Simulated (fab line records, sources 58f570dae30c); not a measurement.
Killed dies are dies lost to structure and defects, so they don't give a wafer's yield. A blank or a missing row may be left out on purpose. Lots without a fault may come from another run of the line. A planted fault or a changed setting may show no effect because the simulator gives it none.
Which tool did it? | flow berkeley_cmos170 | 14 lots, 42 wafers sampled, at 4 steps of a route of 331

WHAT THE GAUGES READ, wafer by wafer
UCB170_GATE_OVL_MEAS_13. Usual: GATE_OVL 0 nm, standard deviation 5.2.
lot  | measured     | on         | GATE_OVL (nm) | flag
L427 | day 6 17:35  | overlay-02 | -1 2 9        |
L428 | day 6 17:28  | overlay-01 | 0 5 0         |
L431 | day 7 06:28  | overlay-01 | -2 -1 0       |
L437 | day 8 06:15  | overlay-01 | -3 4 0        |
L438 | day 8 22:49  | overlay-02 | -10 -9 -4     |
L440 | day 9 14:41  | overlay-02 | -7 -2 -9      |
L441 | day 9 15:40  | overlay-01 | 4 2 2         |
L442 | day 9 14:50  | overlay-01 | 3 0 2         |
L443 | day 9 18:01  | overlay-02 | 6 4 0         |
L444 | day 9 15:07  | overlay-02 | -7 -8 -8      |
L446 | day 10 09:02 | overlay-01 | -5 -2 2       |
L447 | day 10 09:10 | overlay-02 | 5 8 -3        |

UCB170_M1_THK_MEAS_02: measures by xrf. Usual: M1_AL_THK 589 nm, standard deviation 7.3.
lot  | measured     | on            | M1_AL_THK (nm) | flag
L427 | day 7 17:02  | film_metro-03 | 597 602 593    |
L428 | day 7 16:40  | film_metro-03 | 587 589 582    |
L431 | day 8 15:25  | film_metro-02 | 596 593 595    |
L437 | day 9 04:10  | film_metro-04 | 587 589 586    |
L438 | day 10 00:52 | film_metro-04 | 586 584 592    |
L440 | day 10 11:59 | film_metro-02 | 604 604 600    |
L441 | day 10 15:10 | film_metro-03 | 581 585 571    |
L442 | day 10 12:41 | film_metro-03 | 592 594 590    |
L443 | day 10 15:17 | film_metro-04 | 585 594 591    |
L444 | day 10 12:30 | film_metro-04 | 595 587 582    |
L446 | day 11 04:37 | film_metro-03 | 595 580 583    |
L447 | day 11 05:10 | film_metro-03 | 588 585 580    |

WHICH TOOL RAN EACH LOT (tool, then ch and the chambers of the sampled wafers, then the start)
lot  | UCB170_PWELL_OXIDATION_02    | UCB170_SILICIDE_RTA_04
L427 | furnace-03 ch 0, day 3 00:20 | rtp_anneal-02 ch 0, day 7 10:18
L428 | furnace-03 ch 0, day 3 00:20 | rtp_anneal-01 ch 0, day 7 10:51
L431 | furnace-01 ch 0, day 3 07:07 | rtp_anneal-02 ch 0, day 8 05:43
L434 | furnace-01, day 4 02:31      | -
L435 | furnace-01, day 4 08:07      | -
L437 | furnace-02 ch 0, day 4 16:26 | rtp_anneal-01 ch 0, day 8 22:17
L438 | furnace-02 ch 0, day 5 00:32 | rtp_anneal-01 ch 0, day 9 16:49
L440 | furnace-03 ch 0, day 5 12:35 | rtp_anneal-01 ch 0, day 10 06:42
L441 | furnace-01 ch 0, day 5 21:25 | rtp_anneal-02 ch 0, day 10 08:46
L442 | furnace-01 ch 0, day 5 21:25 | rtp_anneal-02 ch 0, day 10 07:04
L443 | furnace-03 ch 0, day 6 06:44 | rtp_anneal-02 ch 0, day 10 09:13
L444 | furnace-03 ch 0, day 6 06:44 | rtp_anneal-02 ch 0, day 10 06:34
L446 | furnace-03 ch 0, day 6 22:09 | rtp_anneal-02 ch 0, day 10 22:30
L447 | furnace-03 ch 0, day 6 22:09 | rtp_anneal-01 ch 0, day 10 22:31
- UCB170_PWELL_OXIDATION_02: target thk 26.4 nm, ox time 1260 s.
- UCB170_SILICIDE_RTA_04: time 15 s.

WHAT THE TOOLS THEMSELVES READ (means of the sampled wafers that have a number; where no wafer has one, the mark that the record gives instead)
UCB170_PWELL_OXIDATION_02. Usual: ox_temp_c 1000.1 C, standard deviation 0.43; ox_temp_c_max 1006.1, standard deviation 1.1.
lot  | tool       | ox_temp_c (C) | ox_temp_c_max | flag
L427 | furnace-03 | 1000.0        | 1005.3        |
L428 | furnace-03 | 999.6         | 1005.4        |
L431 | furnace-01 | 1000.2        | 1006.0        |
L434 | furnace-01 | -             | -             | OFF
L435 | furnace-01 | -             | -             | OFF
L437 | furnace-02 | 999.7         | 1005.6        |
L438 | furnace-02 | 1000.2        | 1006.6        |
L440 | furnace-03 | 1000.6        | 1006.4        |
L441 | furnace-01 | 999.7         | 1006.6        |
L442 | furnace-01 | 1000.1        | 1006.2        |
L443 | furnace-03 | 1000.0        | 1004.7        |
L444 | furnace-03 | 999.9         | 1005.0        |
L446 | furnace-03 | 1000.2        | 1005.8        |
L447 | furnace-03 | 999.5         | 1004.3        |

UCB170_SILICIDE_RTA_04. Usual: lamp_power_pct 10.2 %, standard deviation 0.38; wafer_temp_C_max 652.2, standard deviation 0.46.
lot  | tool          | lamp_power_pct (%) | wafer_temp_C_max | flag
L427 | rtp_anneal-02 | 10.6               | 652.8            |
L428 | rtp_anneal-01 | 9.8                | 651.9            |
L431 | rtp_anneal-02 | 10.6               | 652.1            |
L437 | rtp_anneal-01 | 9.9                | 652.0            |
L438 | rtp_anneal-01 | 9.9                | 652.2            |
L440 | rtp_anneal-01 | 9.9                | 651.8            |
L441 | rtp_anneal-02 | 10.6               | 652.2            |
L442 | rtp_anneal-02 | 10.6               | 652.1            |
L443 | rtp_anneal-02 | 10.6               | 652.0            |
L444 | rtp_anneal-02 | 10.6               | 652.3            |
L446 | rtp_anneal-02 | 10.6               | 652.4            |
L447 | rtp_anneal-01 | 9.9                | 651.8            |

THE ANSWER, worked out from the rows above alone
Rule: a lot is off if the mean of its wafers that have a number lies more than 3 standard deviations from the usual mean. A lot without any number at a reading at which 4 lots or more have one is off too. The other lots that the step has rows for count as sound. The gauges are gone through in route order, then the tools' own readings, and for those a lot's mean is taken as printed above. The first step at which some lot is off is used, and at that step the reading that is off furthest; a lot without a number counts as furthest.
Off: L434, L435, at UCB170_PWELL_OXIDATION_02 (ox_temp_c). Without a number there: L434, L435.
A tool fits if, at that step or a process step before it, it ran every lot that is off, and no sound lot after the first of them. None of those tried fits.

WHAT THE SIMULATOR HAD PUT IN
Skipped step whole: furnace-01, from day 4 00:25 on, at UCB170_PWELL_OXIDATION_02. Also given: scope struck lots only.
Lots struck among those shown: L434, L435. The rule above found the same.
